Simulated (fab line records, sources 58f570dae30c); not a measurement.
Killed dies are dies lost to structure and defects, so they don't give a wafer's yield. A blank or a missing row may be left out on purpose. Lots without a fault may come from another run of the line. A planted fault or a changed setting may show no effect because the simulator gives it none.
A struck lot beside a sound one | flow berkeley_cmos170 | 44 steps out of a route of 331
Sound: wafers L330.2, L330.3, L330.6. Struck: wafers L341.1, L341.4, L341.6. The cause comes at the end.
At each step with rows: each side's tool, then ch and its chambers, then its first start. Under that, the readings that differ: sound wafers | struck wafers | difference of the means | sigmas: that difference in standard deviations of wafers without a fault.
alike: readings whose means differ by less than 2 such deviations, and words and numbers that are the same on both sides. not compared: withheld readings, readings that some wafer has no value for, bounds like >300 that may hide the same value, and numbers for which the record gives no deviation and whose values overlap.
The two part at a step that has a row with sigmas, a row that says differs or no value, or rows on one side only. Numbers that don't overlap but have no deviation are shown without sigmas and don't part them. A reading that every wafer of one side lacks parts them only if that side has two wafers or more.

first, 1 step without rows for these wafers: UCB170_GATE_ETCH_15 (etches poly-Si in HBr/Cl2, stops on SiO2, time 56.3 s, target depth 278.2 nm).
UCB170_GATE_STRIP_16: strips in O2.
  sound on plasma_asher-02 ch 0,1, day 9 16:36; struck on plasma_asher-01 ch 0,1, day 12 06:22
  alike: drypump_motor_current_A, oes_product_au
  not compared: rf_hours_counter_h
UCB170_GATE_CD_MEAS_90: target cd 350 nm.
  sound on cd_sem-01, day 9 16:43; struck on cd_sem-01, day 12 06:28
  reading    | sound             | struck            | difference | sigmas
  cd_nm (nm) | 351.4 352.6 352.2 | 349.4 348.9 349.8 | -2.7       | -2
then, 7 steps without rows for these wafers: UCB170_GATE_CLEAN_17 (cleans in SPM, time 600 s); UCB170_PLDD_HMDS_00 (prime time 60 s); UCB170_PLDD_COAT_01 (resist thk 900 nm); UCB170_PLDD_SOFTBAKE_02 (time 60 s); UCB170_PLDD_EXPOSE_03 (exposes mask PSELECT, target cd 1200 nm); UCB170_PLDD_PEB_04; UCB170_PLDD_DEVELOP_05 (develop time 45 s).
UCB170_PLDD_CD_MEAS_06: target cd 1200 nm.
  sound on cd_sem-01, day 9 21:17; struck on cd_sem-01, day 12 08:02
  alike: cd_nm
UCB170_PLDD_OVL_MEAS_07:
  sound on overlay-01, day 9 21:24; struck on overlay-01, day 12 08:09
  alike: PLDD_OVL
UCB170_PLDD_IMPLANT_08:
  sound on implanter-03 ch 0, day 9 21:27; struck on implanter-03 ch 0, day 12 08:11
  reading       | sound                         | struck                        | difference | sigmas
  dose_ions_cm2 | 4.996e+13 4.998e+13 4.998e+13 | 5.083e+13 5.088e+13 5.089e+13 | +8.933e+11 | +17
  alike: faraday_current_uA
then, 1 step without rows for these wafers: UCB170_PLDD_IMPLANT_09.
UCB170_PLDD_STRIP_10: strips in O2.
  sound on plasma_asher-01 ch 0,1, day 9 21:44; struck on plasma_asher-01 ch 0,1, day 12 08:29
  alike: drypump_motor_current_A, oes_product_au, strip_time_to_endpoint_s
  not compared: rf_hours_counter_h
UCB170_PLDD_TW_MEAS_11:
  sound on film_metro-02, day 9 21:50; struck on film_metro-02, day 12 08:35
  alike: PLDD_TW
then, 7 steps without rows for these wafers: UCB170_PLDD_CLEAN_12 (cleans in SPM, time 600 s); UCB170_NLDD_HMDS_00 (prime time 60 s); UCB170_NLDD_COAT_01 (resist thk 900 nm); UCB170_NLDD_SOFTBAKE_02 (time 60 s); UCB170_NLDD_EXPOSE_03 (exposes mask NSELECT, target cd 1200 nm); UCB170_NLDD_PEB_04; UCB170_NLDD_DEVELOP_05 (develop time 45 s).
UCB170_NLDD_CD_MEAS_06: target cd 1200 nm.
  sound on cd_sem-02, day 9 23:22; struck on cd_sem-02, day 12 10:39
  alike: cd_nm
UCB170_NLDD_OVL_MEAS_07:
  sound on overlay-01, day 9 23:28; struck on overlay-02, day 12 10:46
  alike: NLDD_OVL
then, 2 steps without rows for these wafers: UCB170_NLDD_IMPLANT_08; UCB170_NLDD_IMPLANT_09.
UCB170_NLDD_STRIP_10: strips in O2.
  sound on plasma_asher-03 ch 0,1, day 9 23:48; struck on plasma_asher-04 ch 0,1, day 12 11:06
  reading                     | sound       | struck      | difference | sigmas
  drypump_motor_current_A (A) | 5.4 4.9 4.9 | 6.4 5.9 6.4 | +1.2       | +2
  alike: oes_product_au, strip_time_to_endpoint_s
  not compared: rf_hours_counter_h
UCB170_NLDD_TW_MEAS_11:
  sound on film_metro-01, day 9 23:55; struck on film_metro-01, day 12 11:12
  alike: NLDD_TW
then, 1 step without rows for these wafers: UCB170_NLDD_CLEAN_12 (cleans in SPM, time 600 s).
UCB170_SPACER_CVD_00: deposits SiO2 from TEOS/O2, target thk 376 nm, time 47 s.
  sound on pecvd-04 ch 0,1,2, day 10 00:09; struck on pecvd-03 ch 1,2, day 12 11:26
  alike: heater_power_w
UCB170_SPACER_THK_MEAS_01:
  sound on film_metro-03, day 10 00:12; struck on film_metro-03, day 12 11:29
  alike: SPACER_TEOS_THK
then, 1 step without rows for these wafers: UCB170_SPACER_ANNEAL_02 (time 1800 s).
UCB170_SPACER_ETCHBACK_03: etches SiO2 in CHF3/CF4/Ar, stops on Si, target depth 376 nm, time 100 s.
  sound on rie_diel-03 ch 1,2,3, day 10 05:45; struck on rie_diel-03 ch 2,3, day 12 18:14
  alike: drypump_motor_current_A, oes_product_au, throttle_valve_pct
  not compared: rf_hours_counter_h
then, 6 steps without rows for these wafers: UCB170_PSD_HMDS_00 (prime time 60 s); UCB170_PSD_COAT_01 (resist thk 900 nm); UCB170_PSD_SOFTBAKE_02 (time 60 s); UCB170_PSD_EXPOSE_03 (exposes mask PSELECT MOD, target cd 1200 nm); UCB170_PSD_PEB_04; UCB170_PSD_DEVELOP_05 (develop time 45 s).
UCB170_PSD_CD_MEAS_06: target cd 1200 nm.
  sound on cd_sem-02, day 10 07:29; struck on cd_sem-02, day 12 19:35
  alike: cd_nm
UCB170_PSD_OVL_MEAS_07:
  sound on overlay-01, day 10 07:36; struck on overlay-02, day 12 19:42
  alike: PSD_OVL
UCB170_SDANNEAL_RS_MEAS_04: measures by four-point-probe.
  sound on film_metro-04, day 10 11:01; struck on film_metro-02, day 12 23:40
  reading          | sound                | struck               | difference | sigmas
  PLDD_RS (ohm/sq) | 1031.1 1034.9 1036.6 | 1026.3 1022.0 1025.8 | -9.5       | -3
then, 1 step without rows for these wafers: UCB170_M3_PROBE_99.

WHERE THEY PART
First at UCB170_GATE_CD_MEAS_90; last, within this record, at UCB170_SDANNEAL_RS_MEAS_04.

WHY: what the simulator had put in
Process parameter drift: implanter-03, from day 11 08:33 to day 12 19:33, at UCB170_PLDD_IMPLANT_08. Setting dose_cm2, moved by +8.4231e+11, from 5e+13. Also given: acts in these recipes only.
